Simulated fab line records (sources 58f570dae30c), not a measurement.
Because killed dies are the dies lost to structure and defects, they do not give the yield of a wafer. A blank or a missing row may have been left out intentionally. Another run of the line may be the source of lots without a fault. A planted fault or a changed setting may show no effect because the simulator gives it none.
Which of the tools did it? || flow berkeley_cmos170 || 45 wafers from 15 lots sampled at 5 of the route's 331 steps

WHAT THE GAUGES READ, wafer by wafer
UCB170_ACTIVE_THK_MEAS_03.
{"lot": "L218", "measured": "day 3 22:17", "on": "film_metro-01", "ACTIVE_OXIDE_THK (nm)": "27.0 26.6 27.3"}
{"lot": "L217", "measured": "day 3 22:18", "on": "film_metro-04", "ACTIVE_OXIDE_THK (nm)": "26.9 26.7 26.7"}
{"lot": "L221", "measured": "day 4 07:32", "on": "film_metro-04", "ACTIVE_OXIDE_THK (nm)": "26.7 26.6 26.8"}
{"lot": "L222", "measured": "day 4 20:52", "on": "film_metro-04", "ACTIVE_OXIDE_THK (nm)": "25.5 26.0 25.5"}
{"lot": "L223", "measured": "day 5 06:53", "on": "film_metro-03", "ACTIVE_OXIDE_THK (nm)": "25.7 25.4 25.9"}
{"lot": "L224", "measured": "day 5 14:29", "on": "film_metro-04", "ACTIVE_OXIDE_THK (nm)": "26.3 27.0 26.9"}
{"lot": "L226", "measured": "day 5 20:00", "on": "film_metro-04", "ACTIVE_OXIDE_THK (nm)": "26.2 25.6 25.5"}
{"lot": "L227", "measured": "day 5 20:00", "on": "film_metro-01", "ACTIVE_OXIDE_THK (nm)": "26.4 26.6 26.4"}
{"lot": "L225", "measured": "day 5 20:02", "on": "film_metro-03", "ACTIVE_OXIDE_THK (nm)": "25.7 26.2 26.3"}
{"lot": "L228", "measured": "day 6 05:04", "on": "film_metro-03", "ACTIVE_OXIDE_THK (nm)": "25.9 26.3 25.7"}
{"lot": "L229", "measured": "day 6 17:56", "on": "film_metro-04", "ACTIVE_OXIDE_THK (nm)": "26.6 26.8 27.1"}
{"lot": "L233", "measured": "day 7 11:17", "on": "film_metro-03", "ACTIVE_OXIDE_THK (nm)": "25.9 25.8 25.9"}
{"lot": "L235", "measured": "day 7 15:19", "on": "film_metro-01", "ACTIVE_OXIDE_THK (nm)": "27.6 27.3 27.3"}
{"lot": "L238", "measured": "day 7 17:03", "on": "film_metro-03", "ACTIVE_OXIDE_THK (nm)": "27.4 26.7 27.1"}
{"lot": "L236", "measured": "day 7 17:04", "on": "film_metro-01", "ACTIVE_OXIDE_THK (nm)": "25.7 25.1 25.8"}

UCB170_CONTACT_OVL_MEAS_16.
{"lot": "L218", "measured": "day 7 10:38", "on": "overlay-01", "CONTACT_OVL (nm)": "-10 2 6"}
{"lot": "L217", "measured": "day 7 11:09", "on": "overlay-02", "CONTACT_OVL (nm)": "-8 5 -6"}
{"lot": "L221", "measured": "day 7 10:54", "on": "overlay-01", "CONTACT_OVL (nm)": "-1 3 8"}
{"lot": "L222", "measured": "day 7 23:37", "on": "overlay-01", "CONTACT_OVL (nm)": "-8 -3 0"}
{"lot": "L223", "measured": "day 8 08:44", "on": "overlay-01", "CONTACT_OVL (nm)": "6 4 3"}
{"lot": "L224", "measured": "day 9 05:29", "on": "overlay-02", "CONTACT_OVL (nm)": "4 0 2"}
{"lot": "L226", "measured": "day 9 04:15", "on": "overlay-02", "CONTACT_OVL (nm)": "3 2 14"}
{"lot": "L227", "measured": "day 9 05:45", "on": "overlay-01", "CONTACT_OVL (nm)": "2 5 2"}
{"lot": "L225", "measured": "day 9 03:32", "on": "overlay-02", "CONTACT_OVL (nm)": "-8 -6 0"}
{"lot": "L228", "measured": "day 9 05:55", "on": "overlay-02", "CONTACT_OVL (nm)": "-13 -10 -10"}
{"lot": "L229", "measured": "day 10 08:15", "on": "overlay-02", "CONTACT_OVL (nm)": "262 268 266 261 268 262"}
{"lot": "L233", "measured": "day 10 08:32", "on": "overlay-01", "CONTACT_OVL (nm)": "-10 -2 -4"}
{"lot": "L235", "measured": "day 10 19:29", "on": "overlay-02", "CONTACT_OVL (nm)": "267 271 267 267 267 263"}
{"lot": "L238", "measured": "day 10 23:10", "on": "overlay-01", "CONTACT_OVL (nm)": "245 262 253 245 259 253"}
{"lot": "L236", "measured": "day 10 19:02", "on": "overlay-01", "CONTACT_OVL (nm)": "-4 -3 -3"}

UCB170_V2_BOW_MEAS_03.
{"lot": "L218", "measured": "day 7 22:37", "on": "film_metro-02", "V2_BOW (um)": "29 34 34"}
{"lot": "L217", "measured": "day 7 23:11", "on": "film_metro-01", "V2_BOW (um)": "45 32 44"}
{"lot": "L221", "measured": "day 7 22:56", "on": "film_metro-01", "V2_BOW (um)": "37 48 49"}
{"lot": "L222", "measured": "day 8 11:59", "on": "film_metro-04", "V2_BOW (um)": "41 34 38"}
{"lot": "L223", "measured": "day 9 01:43", "on": "film_metro-02", "V2_BOW (um)": "44 24 45"}
{"lot": "L224", "measured": "day 9 18:33", "on": "film_metro-02", "V2_BOW (um)": "42 38 41"}
{"lot": "L226", "measured": "day 9 15:36", "on": "film_metro-02", "V2_BOW (um)": "34 26 41"}
{"lot": "L227", "measured": "day 9 18:40", "on": "film_metro-01", "V2_BOW (um)": "31 43 29"}
{"lot": "L225", "measured": "day 9 16:13", "on": "film_metro-02", "V2_BOW (um)": "36 43 50"}
{"lot": "L228", "measured": "day 9 19:07", "on": "film_metro-01", "V2_BOW (um)": "37 46 50"}
{"lot": "L233", "measured": "day 10 22:53", "on": "film_metro-02", "V2_BOW (um)": "35 43 47"}
{"lot": "L236", "measured": "day 11 07:30", "on": "film_metro-02", "V2_BOW (um)": "41 41 44"}

TOOL THAT RAN EACH LOT (tool first, then ch and the chambers of the sampled wafers, then the start)
{"lot": "L218", "UCB170_CONTACT_EXPOSE_12": "krf_scanner-02 ch 0, day 7 09:57", "UCB170_CONTACT_ETCH_17": "rie_diel-01 ch 0,1, day 7 10:40"}
{"lot": "L217", "UCB170_CONTACT_EXPOSE_12": "krf_scanner-02 ch 0, day 7 10:39", "UCB170_CONTACT_ETCH_17": "rie_diel-01 ch 0,2,3, day 7 11:11"}
{"lot": "L221", "UCB170_CONTACT_EXPOSE_12": "krf_scanner-01 ch 0, day 7 10:23", "UCB170_CONTACT_ETCH_17": "rie_diel-02 ch 0,1,3, day 7 10:56"}
{"lot": "L222", "UCB170_CONTACT_EXPOSE_12": "krf_scanner-02 ch 0, day 7 23:07", "UCB170_CONTACT_ETCH_17": "rie_diel-02 ch 0,1,2, day 7 23:38"}
{"lot": "L223", "UCB170_CONTACT_EXPOSE_12": "krf_scanner-01 ch 0, day 8 08:14", "UCB170_CONTACT_ETCH_17": "rie_diel-04 ch 0,1,3, day 8 08:47"}
{"lot": "L224", "UCB170_CONTACT_EXPOSE_12": "krf_scanner-01 ch 0, day 9 04:50", "UCB170_CONTACT_ETCH_17": "rie_diel-02 ch 2,3, day 9 05:31"}
{"lot": "L226", "UCB170_CONTACT_EXPOSE_12": "krf_scanner-01 ch 0, day 9 03:28", "UCB170_CONTACT_ETCH_17": "rie_diel-04 ch 1,2,3, day 9 04:17"}
{"lot": "L227", "UCB170_CONTACT_EXPOSE_12": "krf_scanner-01 ch 0, day 9 05:05", "UCB170_CONTACT_ETCH_17": "rie_diel-04 ch 0,3, day 9 05:47"}
{"lot": "L225", "UCB170_CONTACT_EXPOSE_12": "krf_scanner-02 ch 0, day 9 03:04", "UCB170_CONTACT_ETCH_17": "rie_diel-02 ch 0,2,3, day 9 03:34"}
{"lot": "L228", "UCB170_CONTACT_EXPOSE_12": "krf_scanner-02 ch 0, day 9 05:25", "UCB170_CONTACT_ETCH_17": "rie_diel-01 ch 1,3, day 9 05:57"}
{"lot": "L229", "UCB170_CONTACT_EXPOSE_12": "krf_scanner-01 ch 0, day 10 07:44", "UCB170_CONTACT_ETCH_17": "-"}
{"lot": "L233", "UCB170_CONTACT_EXPOSE_12": "krf_scanner-02 ch 0, day 10 07:59", "UCB170_CONTACT_ETCH_17": "rie_diel-02 ch 0,2, day 10 08:34"}
{"lot": "L235", "UCB170_CONTACT_EXPOSE_12": "krf_scanner-01 ch 0, day 10 18:54", "UCB170_CONTACT_ETCH_17": "-"}
{"lot": "L238", "UCB170_CONTACT_EXPOSE_12": "krf_scanner-01 ch 0, day 10 22:40", "UCB170_CONTACT_ETCH_17": "-"}
{"lot": "L236", "UCB170_CONTACT_EXPOSE_12": "krf_scanner-02 ch 0, day 10 18:22", "UCB170_CONTACT_ETCH_17": "rie_diel-01 ch 0,2,3, day 10 19:04"}
- UCB170_CONTACT_EXPOSE_12: exposes mask CONT, target cd 700 nm.
- UCB170_CONTACT_ETCH_17: etches BARC in N2/H2.

WHAT THE TOOLS THEMSELVES READ (means of the sampled wafers that have a number; where no wafer has one, the mark that the record gives instead)
UCB170_CONTACT_ETCH_17.
{"lot": "L218", "tool": "rie_diel-01", "drypump_motor_current_A (A)": 5.0, "oes_product_au (a.u.)": 0.990, "throttle_valve_pct (%)": 13.10}
{"lot": "L217", "tool": "rie_diel-01", "drypump_motor_current_A (A)": 5.4, "oes_product_au (a.u.)": 0.985, "throttle_valve_pct (%)": 13.40}
{"lot": "L221", "tool": "rie_diel-02", "drypump_motor_current_A (A)": 5.8, "oes_product_au (a.u.)": 0.988, "throttle_valve_pct (%)": 13.31}
{"lot": "L222", "tool": "rie_diel-02", "drypump_motor_current_A (A)": 5.7, "oes_product_au (a.u.)": 0.997, "throttle_valve_pct (%)": 13.20}
{"lot": "L223", "tool": "rie_diel-04", "drypump_motor_current_A (A)": 5.7, "oes_product_au (a.u.)": 1.009, "throttle_valve_pct (%)": 13.18}
{"lot": "L224", "tool": "rie_diel-02", "drypump_motor_current_A (A)": 5.8, "oes_product_au (a.u.)": 0.996, "throttle_valve_pct (%)": 13.15}
{"lot": "L226", "tool": "rie_diel-04", "drypump_motor_current_A (A)": 6.1, "oes_product_au (a.u.)": 1.025, "throttle_valve_pct (%)": 13.20}
{"lot": "L227", "tool": "rie_diel-04", "drypump_motor_current_A (A)": 5.6, "oes_product_au (a.u.)": 1.005, "throttle_valve_pct (%)": 13.24}
{"lot": "L225", "tool": "rie_diel-02", "drypump_motor_current_A (A)": 5.7, "oes_product_au (a.u.)": 0.993, "throttle_valve_pct (%)": 13.19}
{"lot": "L228", "tool": "rie_diel-01", "drypump_motor_current_A (A)": 5.5, "oes_product_au (a.u.)": 0.992, "throttle_valve_pct (%)": 13.33}
{"lot": "L233", "tool": "rie_diel-02", "drypump_motor_current_A (A)": 5.6, "oes_product_au (a.u.)": 1.000, "throttle_valve_pct (%)": 13.08}
{"lot": "L236", "tool": "rie_diel-01", "drypump_motor_current_A (A)": 5.4, "oes_product_au (a.u.)": 0.987, "throttle_valve_pct (%)": 13.39}

THE ANSWER, worked out from the rows above alone
Rule: what is usual is taken from the lots themselves. The widest of any qualifying gaps counts: lots, ordered by their means at a reading, are off when they make up no more than a third of the lots, leave a main group of 4 or more, and stand apart from it by 3 or more times the standard deviation of that group's means. A main group whose means are all the same, to the digits that the tables above print for the reading, isn't used. Also off: a lot with no number at a reading for which 4 or more lots have one. Where the step has rows for the other lots, those lots are counted as sound. First the gauges in route order, then the tools' own readings, where a lot's mean is used as printed above. At the first step where some lot is off, the reading lying furthest off is the one used; lots without a number count as furthest.
Off: at UCB170_CONTACT_OVL_MEAS_16 (CONTACT_OVL), L229, L235, L238. Mean -1 nm and standard deviation 4.8 in the main group.
A tool fits if, at a process step before that reading, it ran every lot that is off, and no sound lot after the first of them. The gauges at UCB170_CONTACT_OVL_MEAS_16 are tried like those tools. One fits: UCB170_CONTACT_EXPOSE_12 on krf_scanner-01. A fault onset in the window from L227 (day 9 05:05, its last sound lot) to L229 (day 10 07:44, its first lot off) fits.

WHAT HAD BEEN PUT IN BY THE SIMULATOR
Scanner matching overlay: krf_scanner-01, from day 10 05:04 on, at UCB170_CONTACT_EXPOSE_12. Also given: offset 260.
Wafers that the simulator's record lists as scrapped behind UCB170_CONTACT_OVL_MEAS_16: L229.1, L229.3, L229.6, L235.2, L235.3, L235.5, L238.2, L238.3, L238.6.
Shown lots that were struck: L229, L235, L238. The rule above found the same.
